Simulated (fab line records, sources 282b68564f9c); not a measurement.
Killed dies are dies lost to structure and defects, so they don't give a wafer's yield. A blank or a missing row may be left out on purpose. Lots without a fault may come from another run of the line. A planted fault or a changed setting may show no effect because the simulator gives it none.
Which tool did it? | flow rit_cmos | 14 lots, 42 wafers sampled, at 3 steps of a route of 202

WHAT THE GAUGES READ, wafer by wafer
RIT_PSD_TW_MEAS_10. Usual: PSD_TW 3444, standard deviation 34.
lot  | measured    | on            | PSD_TW         | flag
L623 | day 3 06:11 | film_metro-01 | 3412 3415 3421 |
L624 | day 3 09:24 | film_metro-01 | 3404 3387 3393 |
L625 | day 3 13:06 | film_metro-04 | 3456 3463 3454 |
L626 | day 3 19:35 | film_metro-04 | 3469 3479 3467 |
L628 | day 4 04:09 | film_metro-04 | 3468 3496 3448 |
L629 | day 4 09:32 | film_metro-01 | 3387 3413 3391 |
L631 | day 4 18:32 | film_metro-01 | 3416 3418 3415 |
L632 | day 4 23:06 | film_metro-02 | 3502 3498 3512 |
L633 | day 5 07:18 | film_metro-04 | 3457 3459 3461 |
L640 | day 6 14:40 | film_metro-02 | 30 30 30       | OFF
L641 | day 6 19:14 | film_metro-01 | 30 30 30       | OFF
L642 | day 7 00:25 | film_metro-02 | 3456 3461 3449 |
L644 | day 7 10:40 | film_metro-01 | 3396 3384 3389 |
L645 | day 7 15:53 | film_metro-02 | 3432 3436 3440 |

RIT_SDANNEAL_RS_MEAS_04: measures by four-point-probe. Usual: PSD_RS 116.25 ohm/sq, standard deviation 0.25.
lot  | measured    | on            | PSD_RS (ohm/sq)      | flag
L623 | day 3 06:41 | film_metro-01 | 116.41 116.35 116.55 |
L624 | day 3 09:54 | film_metro-01 | 116.26 116.45 115.87 |
L625 | day 3 13:35 | film_metro-04 | 116.56 116.50 116.65 |
L626 | day 3 20:07 | film_metro-04 | 116.16 116.20 116.04 |
L628 | day 4 04:43 | film_metro-04 | 115.87 115.83 115.83 |
L629 | day 4 10:01 | film_metro-04 | 116.42 116.40 116.25 |
L631 | day 4 19:03 | film_metro-02 | 116.06 116.07 116.03 |
L632 | day 4 23:36 | film_metro-04 | 116.90 116.27 116.49 |
L633 | day 5 07:47 | film_metro-02 | 116.26 116.49 116.61 |
L640 | day 6 15:11 | film_metro-01 | 132.99 133.40 133.17 | OFF
L641 | day 6 19:47 | film_metro-02 | 133.14 133.24 133.14 | OFF
L642 | day 7 00:55 | film_metro-04 | 115.94 116.17 116.34 |
L644 | day 7 11:08 | film_metro-02 | 116.13 116.03 115.97 |
L645 | day 7 16:26 | film_metro-04 | 116.41 115.98 116.17 |

WHICH TOOL RAN EACH LOT (tool, then ch and the chambers of the sampled wafers, then the start)
lot  | RIT_PSD_IMPLANT_08
L623 | implanter-04 ch 0, day 3 05:53
L624 | implanter-03 ch 0, day 3 09:05
L625 | implanter-04 ch 0, day 3 12:47
L626 | implanter-03 ch 0, day 3 19:16
L628 | implanter-04 ch 0, day 4 03:50
L629 | implanter-03 ch 0, day 4 09:13
L631 | implanter-03 ch 0, day 4 18:15
L632 | implanter-02 ch 0, day 4 22:47
L633 | implanter-04 ch 0, day 5 06:59
L640 | implanter-03, day 6 14:20
L641 | implanter-03, day 6 18:54
L642 | implanter-03 ch 0, day 7 00:07
L644 | implanter-03 ch 0, day 7 10:20
L645 | implanter-03 ch 0, day 7 15:35
- RIT_PSD_IMPLANT_08

WHAT THE TOOLS THEMSELVES READ (means of the sampled wafers that have a number; where no wafer has one, the mark that the record gives instead)
RIT_PSD_IMPLANT_08. Usual: beam_energy_keV 27.001, standard deviation 0.0073; beam_on_s 12.1 s, standard deviation 0.84; end_station_pressure_torr 1.48e-05 Torr, standard deviation 1.3e-06.
lot  | tool         | beam_energy_keV | beam_on_s (s) | end_station_pressure_torr (Torr) | flag
L623 | implanter-04 | 26.998          | 12.0          | 1.43e-05                         |
L624 | implanter-03 | 27.004          | 12.8          | 1.48e-05                         |
L625 | implanter-04 | 27.006          | 11.9          | 1.42e-05                         |
L626 | implanter-03 | 27.004          | 12.6          | 1.46e-05                         |
L628 | implanter-04 | 26.994          | 12.1          | 1.56e-05                         |
L629 | implanter-03 | 26.993          | 12.8          | 1.50e-05                         |
L631 | implanter-03 | 27.003          | 12.9          | 1.44e-05                         |
L632 | implanter-02 | 26.998          | 10.3          | 1.77e-05                         |
L633 | implanter-04 | 27.007          | 12.0          | 1.49e-05                         |
L640 | implanter-03 | -               | -             | -                                | OFF
L641 | implanter-03 | -               | -             | -                                | OFF
L642 | implanter-03 | 26.992          | 12.6          | 1.43e-05                         |
L644 | implanter-03 | 26.993          | 13.0          | 1.43e-05                         |
L645 | implanter-03 | 27.005          | 12.6          | 1.48e-05                         |

THE ANSWER, worked out from the rows above alone
Rule: a lot is off if the mean of its wafers that have a number lies more than 3 standard deviations from the usual mean. A lot without any number at a reading at which 4 lots or more have one is off too. The other lots that the step has rows for count as sound. The gauges are gone through in route order, then the tools' own readings, and for those a lot's mean is taken as printed above. The first step at which some lot is off is used, and at that step the reading that is off furthest; a lot without a number counts as furthest.
Off: L640, L641, at RIT_PSD_TW_MEAS_10 (PSD_TW).
A tool fits if, at a process step before that reading, it ran every lot that is off, and no sound lot after the first of them. The gauges at RIT_PSD_TW_MEAS_10 aren't tried: what is off there is off at RIT_PSD_IMPLANT_08 too, on other tools, and a gauge's error can't cause that. None of those tried fits.

WHAT THE SIMULATOR HAD PUT IN
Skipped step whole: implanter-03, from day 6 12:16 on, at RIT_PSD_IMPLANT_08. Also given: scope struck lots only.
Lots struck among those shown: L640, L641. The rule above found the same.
